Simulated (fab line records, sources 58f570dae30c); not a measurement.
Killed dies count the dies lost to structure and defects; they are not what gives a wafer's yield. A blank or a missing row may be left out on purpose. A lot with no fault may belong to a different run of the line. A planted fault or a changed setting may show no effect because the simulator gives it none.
Which tool did it? || flow berkeley_cmos170 || 18 wafers sampled from 6 lots at 1 step of a route of 331

== WHAT THE GAUGES READ, wafer by wafer ==
UCB170_START_THK_MEAS_03.
{"lot": "L402", "measured": "day 1 17:04", "on": "film_metro-02", "START_OXIDE_THK (nm)": "19.6 19.6 19.5"}
{"lot": "L407", "measured": "day 2 12:50", "on": "film_metro-02", "START_OXIDE_THK (nm)": "19.3 19.4 19.6"}
{"lot": "L408", "measured": "day 2 23:54", "on": "film_metro-01", "START_OXIDE_THK (nm)": "20.3 20.0 20.0"}
{"lot": "L411", "measured": "day 3 11:22", "on": "film_metro-01", "START_OXIDE_THK (nm)": "20.2 20.0 20.0"}
{"lot": "L413", "measured": "day 3 23:04", "on": "film_metro-01", "START_OXIDE_THK (nm)": "20.0 19.7 20.0"}
{"lot": "L415", "measured": "day 4 08:25", "on": "film_metro-01", "START_OXIDE_THK (nm)": "20.9 21.0 20.8"}

== WHICH TOOL RAN EACH LOT (tool, then ch and the chambers of the sampled wafers, then the start) ==
The record holds no process step before these readings.

== THE ANSWER, worked out from the rows above alone ==
Rule: usual is defined by the lots themselves. Put in order of their means at a reading, lots are off if they are a third of the lots or fewer, leave a main group of 4 or more, and stand apart from it by a gap of 3 or more times the standard deviation of the main group's means; of several such gaps the widest counts. If all means in a main group match to the digits the tables above print for the reading, that group is not used. A lot without any number at a reading at which 4 lots or more have one is off too. Where the step has rows for the other lots, those lots are counted as sound.
Across all readings shown, no lot is off: no conclusion can be drawn from this.

== WHAT THE SIMULATOR PUT IN ==
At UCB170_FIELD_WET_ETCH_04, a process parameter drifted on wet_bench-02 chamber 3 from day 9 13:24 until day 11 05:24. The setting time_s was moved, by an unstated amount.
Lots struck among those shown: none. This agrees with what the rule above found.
